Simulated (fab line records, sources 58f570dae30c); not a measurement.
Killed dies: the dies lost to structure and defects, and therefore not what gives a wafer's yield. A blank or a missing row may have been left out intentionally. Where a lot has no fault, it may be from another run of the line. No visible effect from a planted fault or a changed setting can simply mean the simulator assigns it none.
Chamber matching	flow berkeley cmos170	rie si-01 running UCB170_GATE_ETCH_15: 4 sister chambers
The step etches poly-Si in HBr/Cl2, stops on SiO2, time 56.3 s, target depth 278.2 nm. 16 wafers are shown with their chamber, then 8 later ones without.

## WAFERS, EACH WITH ITS CHAMBER
wafer	chamber	drypump motor current A (A)	throttle valve pct (%)	he backside leak sccm (sccm)
L519.4	3	4.6	26.02	3.0
L519.5	1	6.2	26.15	2.7
L519.6	0	5.9	26.27	2.5
L521.2	0	5.8	26.27	2.6
L521.3	3	4.6	26.00	3.1
L521.5	1	6.2	26.15	3.0
L522.2	0	5.9	26.27	2.6
L522.3	1	6.2	26.15	3.0
L522.6	2	5.9	26.34	2.7
L527.1	1	6.2	26.15	2.9
L527.4	2	5.9	26.34	2.8
L527.5	0	5.9	26.28	2.6
L535.3	2	5.9	26.33	2.7
L535.4	0	5.9	26.28	2.3
L535.5	3	4.6	26.01	2.8
L534.2	2	5.9	26.33	2.6

SIGNATURES (means of the wafers above)
reading	chamber 0	chamber 1	chamber 2	chamber 3	scatter within a chamber
drypump motor current A	5.880	6.200	5.900	4.600	0.0258
throttle valve pct	26.2740	26.1500	26.3350	26.0100	0.00592
he backside leak sccm	2.520	2.900	2.700	2.967	0.127
Rule: a wafer's distance from a chamber is the root of the sum, over the readings, of the square of ((its reading less the chamber's mean) divided by the reading's scatter). If the next closest chamber is less than 2 further off than the closest, the wafer can't be placed; otherwise it belongs to the closest. The scatter: take each reading less its chamber's mean, square it, sum over the shown wafers, divide by the number of wafers less the number of chambers, and take the root.

## WAFERS WITH NO CHAMBER GIVEN
wafer	drypump motor current A (A)	throttle valve pct (%)	he backside leak sccm (sccm)
L534.3	4.6	26.00	2.8
L534.4	5.9	26.27	2.4
L538.2	6.2	26.16	2.6
L538.3	5.9	26.34	3.0
L538.5	5.9	26.37	2.9
L539.2	6.2	26.16	2.7
L539.3	4.6	26.00	2.9
L539.5	5.9	26.34	2.3

## EACH ONE'S CHAMBER
wafer	from the rows above	in truth
L534.3	3	3
L534.4	0	0
L538.2	1	1
L538.3	2	2
L538.5	2	2
L539.2	1	1
L539.3	3	3
L539.5	2	2
Correct placement for 8 of the 8. Not placeable from these rows: 0. Wrongly placed: 0.
